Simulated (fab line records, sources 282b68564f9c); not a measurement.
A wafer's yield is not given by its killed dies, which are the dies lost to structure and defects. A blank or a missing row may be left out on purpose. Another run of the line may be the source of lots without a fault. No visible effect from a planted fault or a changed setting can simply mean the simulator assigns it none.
Which tool was responsible? ; flow rit-cmos ; Sampling: 13 lots, 39 wafers, 5 of 202 route steps

## WHAT THE GAUGES READ, wafer by wafer
RIT_ACTIVE_CD_MEAS_90: target cd 1400 nm.
lot;measured;on;cd-nm (nm)
L165;day 1 17:34;cd-sem-01;1401.2 1401.6 1401.1
L166;day 1 20:31;cd-sem-01;1402.0 1398.5 1401.0
L167;day 2 01:52;cd-sem-01;1401.0 1401.1 1402.1
L168;day 2 06:12;cd-sem-01;1401.6 1399.6 1399.7
L169;day 2 11:25;cd-sem-01;1403.8 1402.0 1400.6
L170;day 2 16:12;cd-sem-02;1404.5 1404.6 1402.3
L171;day 2 21:08;cd-sem-01;1398.2 1399.4 1396.4
L173;day 3 07:41;cd-sem-01;1396.1 1398.8 1398.3
L175;day 3 17:12;cd-sem-01;1399.8 1398.7 1400.5
L176;day 3 22:08;cd-sem-01;1397.6 1398.0 1397.6
L178;day 4 10:03;cd-sem-02;1399.7 1395.2 1399.3
L180;day 4 18:57;cd-sem-01;1402.7 1400.0 1401.1
L181;day 5 00:42;cd-sem-02;1401.5 1401.0 1401.3

RIT_GATE_CD_MEAS_16: target cd 150 nm.
lot;measured;on;cd-nm (nm)
L165;day 2 16:05;cd-sem-01;147.0 147.6 146.5
L166;day 2 18:41;cd-sem-02;151.0 150.5 156.6
L167;day 3 03:54;cd-sem-02;153.3 152.2 151.4
L168;day 3 05:17;cd-sem-02;150.8 149.9 151.7
L169;day 3 12:51;cd-sem-02;154.2 153.5 153.3
L170;day 3 17:53;cd-sem-02;152.6 155.9 155.5
L171;day 4 00:28;cd-sem-02;155.2 156.0 154.2
L173;day 4 13:22;cd-sem-02;152.7 150.5 148.4
L175;day 4 17:48;cd-sem-02;149.8 148.6 150.6
L176;day 4 22:41;cd-sem-02;148.3 147.5 148.0
L178;day 5 10:11;cd-sem-01;153.2 153.0 151.9
L180;day 5 19:45;cd-sem-01;196.4 193.4 194.9
L181;day 5 23:06;cd-sem-02;148.1 148.0 151.1

RIT_SDANNEAL_RS_MEAS_05: a four-point-probe measurement.
lot;measured;on;NSD_RS (ohm/sq)
L165;day 3 08:26;film-metro-03;84.25 84.65 84.54
L166;day 3 09:46;film-metro-03;84.56 84.51 84.45
L167;day 3 16:26;film-metro-01;84.47 84.49 84.32
L168;day 3 18:58;film-metro-03;84.46 84.43 84.69
L169;day 4 01:52;film-metro-04;84.10 84.28 84.33
L170;day 4 07:32;film-metro-03;84.44 84.37 84.71
L171;day 4 14:17;film-metro-01;84.52 84.60 84.64
L173;day 5 02:23;film-metro-04;84.82 84.81 84.22
L175;day 5 08:15;film-metro-03;84.22 84.26 84.13
L176;day 5 12:27;film-metro-03;84.40 84.52 84.50
L178;day 6 00:19;film-metro-03;84.60 84.43 84.44
L181;day 6 14:52;film-metro-01;84.70 84.66 84.86

RIT_SDANNEAL_RS_MEAS_06: a four-point-probe measurement.
lot;measured;on;PLDD_RS (ohm/sq)
L165;day 3 08:34;film-metro-03;179.1 178.6 178.9
L166;day 3 09:53;film-metro-03;178.3 178.3 178.5
L167;day 3 16:33;film-metro-01;178.3 178.5 178.3
L168;day 3 19:05;film-metro-03;178.4 179.1 178.8
L169;day 4 01:59;film-metro-04;178.9 179.2 179.4
L170;day 4 07:40;film-metro-03;178.7 178.8 178.3
L171;day 4 14:25;film-metro-01;178.8 179.5 178.7
L173;day 5 02:31;film-metro-04;178.6 178.7 178.6
L175;day 5 08:22;film-metro-03;178.8 178.2 178.7
L176;day 5 12:34;film-metro-03;178.4 178.5 178.3
L178;day 6 00:26;film-metro-03;178.7 178.9 178.9
L181;day 6 14:59;film-metro-01;178.7 178.1 178.1

## WHAT TOOL EACH LOT RAN ON (gives the tool, then ch and the chambers of the sampled wafers, and finally the start)
lot;RIT_GATE_EXPOSE_13
L165;iline-stepper-01 ch 0, day 2 15:37
L166;iline-stepper-01 ch 0, day 2 18:17
L167;iline-stepper-02 ch 0, day 3 03:30
L168;iline-stepper-01 ch 0, day 3 04:53
L169;iline-stepper-01 ch 0, day 3 12:27
L170;iline-stepper-01 ch 0, day 3 17:29
L171;iline-stepper-02 ch 0, day 4 00:00
L173;iline-stepper-01 ch 0, day 4 12:57
L175;iline-stepper-01 ch 0, day 4 17:24
L176;iline-stepper-01 ch 0, day 4 22:17
L178;iline-stepper-01 ch 0, day 5 09:47
L180;iline-stepper-01 ch 0, day 5 19:11
L181;iline-stepper-02 ch 0, day 5 22:42
- RIT_GATE_EXPOSE_13: exposes mask M6, target cd 150 nm.

## AS READ BY THE TOOLS THEMSELVES (means over the sampled wafers that have a number; for cases with no such wafer, the mark the record gives instead)
The record holds no such reading with a usual standard deviation.

## THE ANSWER, worked out from the rows above alone
Rule: the usual values come from the lots themselves. Put in order of their means at a reading, lots are off if they are a third of the lots or fewer, leave a main group of 4 or more, and stand apart from it by a gap of 3 or more times the standard deviation of the main group's means; of several such gaps the widest counts. If all means in a main group match to the digits the tables above print for the reading, that group is not used. A lot without any number at a reading at which 4 lots or more have one is off too. Any other lot the step has rows for is counted as sound. After the gauges, taken in route order, come the tools' own readings; for these a lot's mean is taken, as printed above. The first step at which some lot is off is used, and at that step the reading that is off furthest; a lot without a number counts as furthest.
Off at RIT_GATE_CD_MEAS_16 (cd-nm): L180. The main group has a mean of 151.3 nm with a standard deviation of 2.5.
If a tool, at a process step before that reading, ran all the lots that are off and no sound lot after the first of them, it fits. The gauges at RIT_GATE_CD_MEAS_16 are tried like those tools. This does not decide it: 2 tools fit, namely iline-stepper-01 at RIT_GATE_EXPOSE_13 and cd-sem-01 at RIT_GATE_CD_MEAS_16.

## WHAT HAD BEEN PUT IN BY THE SIMULATOR
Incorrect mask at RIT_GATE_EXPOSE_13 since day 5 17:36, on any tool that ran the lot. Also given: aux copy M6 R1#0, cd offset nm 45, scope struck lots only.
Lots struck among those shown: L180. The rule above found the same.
